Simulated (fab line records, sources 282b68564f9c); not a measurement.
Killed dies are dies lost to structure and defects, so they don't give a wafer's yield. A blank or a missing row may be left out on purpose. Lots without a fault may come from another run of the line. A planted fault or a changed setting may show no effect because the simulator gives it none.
Which tool did it? | flow rit_cmos | 13 lots, 39 wafers sampled, at 3 steps of a route of 202

WHAT THE GAUGES READ, wafer by wafer
RIT_PLDD_OVL_MEAS_06. Usual: PLDD_OVL 0.5 nm, standard deviation 1.3.
lot  | measured    | on         | PLDD_OVL (nm)  | flag
L444 | day 2 19:33 | overlay-01 | 1.2 -0.2 0.1   |
L446 | day 3 05:46 | overlay-01 | 2.2 1.7 0.9    |
L448 | day 3 15:54 | overlay-02 | -0.7 0.4 -0.7  |
L449 | day 3 20:43 | overlay-02 | -1.3 -0.4 -0.7 |
L450 | day 4 00:32 | overlay-02 | -1.1 -1.0 -2.8 |
L451 | day 4 07:41 | overlay-02 | 1.6 1.5 0.6    |
L452 | day 4 16:32 | overlay-02 | 2.2 2.0 1.2    |
L453 | day 4 20:16 | overlay-02 | 0.0 0.9 0.0    |
L456 | day 5 09:59 | overlay-02 | 1.2 2.2 1.3    |
L458 | day 6 03:28 | overlay-01 | - - -          | OFF
L463 | day 6 20:31 | overlay-01 | 2.2 1.0 2.8    |
L466 | day 7 09:31 | overlay-02 | -3.1 -1.4 -2.5 |
L467 | day 7 13:49 | overlay-02 | -1.3 0.2 -0.1  |

RIT_PLDD_TW_MEAS_10. Usual: PLDD_TW 2361, standard deviation 18.
lot  | measured    | on            | PLDD_TW        | flag
L444 | day 2 20:04 | film_metro-03 | 2362 2371 2364 |
L446 | day 3 06:17 | film_metro-04 | 2383 2374 2382 |
L448 | day 3 16:25 | film_metro-01 | 2329 2346 2345 |
L449 | day 3 21:14 | film_metro-03 | 2339 2352 2335 |
L450 | day 4 01:04 | film_metro-03 | 2354 2367 2349 |
L451 | day 4 08:12 | film_metro-04 | 2387 2383 2387 |
L452 | day 4 17:12 | film_metro-03 | 2352 2341 2350 |
L453 | day 4 20:46 | film_metro-01 | 2350 2354 2351 |
L456 | day 5 10:30 | film_metro-01 | 2372 2355 2363 |
L458 | day 6 03:58 | film_metro-01 | 30 30 30       | OFF
L463 | day 6 21:02 | film_metro-04 | 2376 2375 2386 |
L466 | day 7 10:03 | film_metro-04 | 2369 2376 2373 |
L467 | day 7 14:19 | film_metro-04 | 2396 2375 2375 |

WHICH TOOL RAN EACH LOT (tool, then ch and the chambers of the sampled wafers, then the start)
lot  | RIT_PLDD_EXPOSE_03
L444 | iline_stepper-01 ch 0, day 2 19:09
L446 | iline_stepper-01 ch 0, day 3 05:22
L448 | iline_stepper-01 ch 0, day 3 15:30
L449 | iline_stepper-01 ch 0, day 3 20:19
L450 | iline_stepper-02 ch 0, day 4 00:11
L451 | iline_stepper-02 ch 0, day 4 07:17
L452 | iline_stepper-01 ch 0, day 4 16:10
L453 | iline_stepper-01 ch 0, day 4 19:52
L456 | iline_stepper-02 ch 0, day 5 09:36
L458 | iline_stepper-02 ch 0, day 6 03:04
L463 | iline_stepper-02 ch 0, day 6 20:09
L466 | iline_stepper-01 ch 0, day 7 09:10
L467 | iline_stepper-02 ch 0, day 7 13:25
- RIT_PLDD_EXPOSE_03: exposes mask M8, target cd 40900 nm.

WHAT THE TOOLS THEMSELVES READ (means of the sampled wafers that have a number; where no wafer has one, the mark that the record gives instead)
The record holds no such reading with a usual standard deviation.

THE ANSWER, worked out from the rows above alone
Rule: a lot is off if the mean of its wafers that have a number lies more than 3 standard deviations from the usual mean. A lot without any number at a reading at which 4 lots or more have one is off too. The other lots that the step has rows for count as sound. The gauges are gone through in route order, then the tools' own readings, and for those a lot's mean is taken as printed above. The first step at which some lot is off is used, and at that step the reading that is off furthest; a lot without a number counts as furthest.
Off: L458, at RIT_PLDD_OVL_MEAS_06 (PLDD_OVL). Without a number there: L458.
A tool fits if, at a process step before that reading, it ran every lot that is off, and no sound lot after the first of them. The gauges at RIT_PLDD_OVL_MEAS_06 aren't tried: what is off there is off at RIT_PLDD_TW_MEAS_10 too, on other tools, and a gauge's error can't cause that. None of those tried fits.

WHAT THE SIMULATOR HAD PUT IN
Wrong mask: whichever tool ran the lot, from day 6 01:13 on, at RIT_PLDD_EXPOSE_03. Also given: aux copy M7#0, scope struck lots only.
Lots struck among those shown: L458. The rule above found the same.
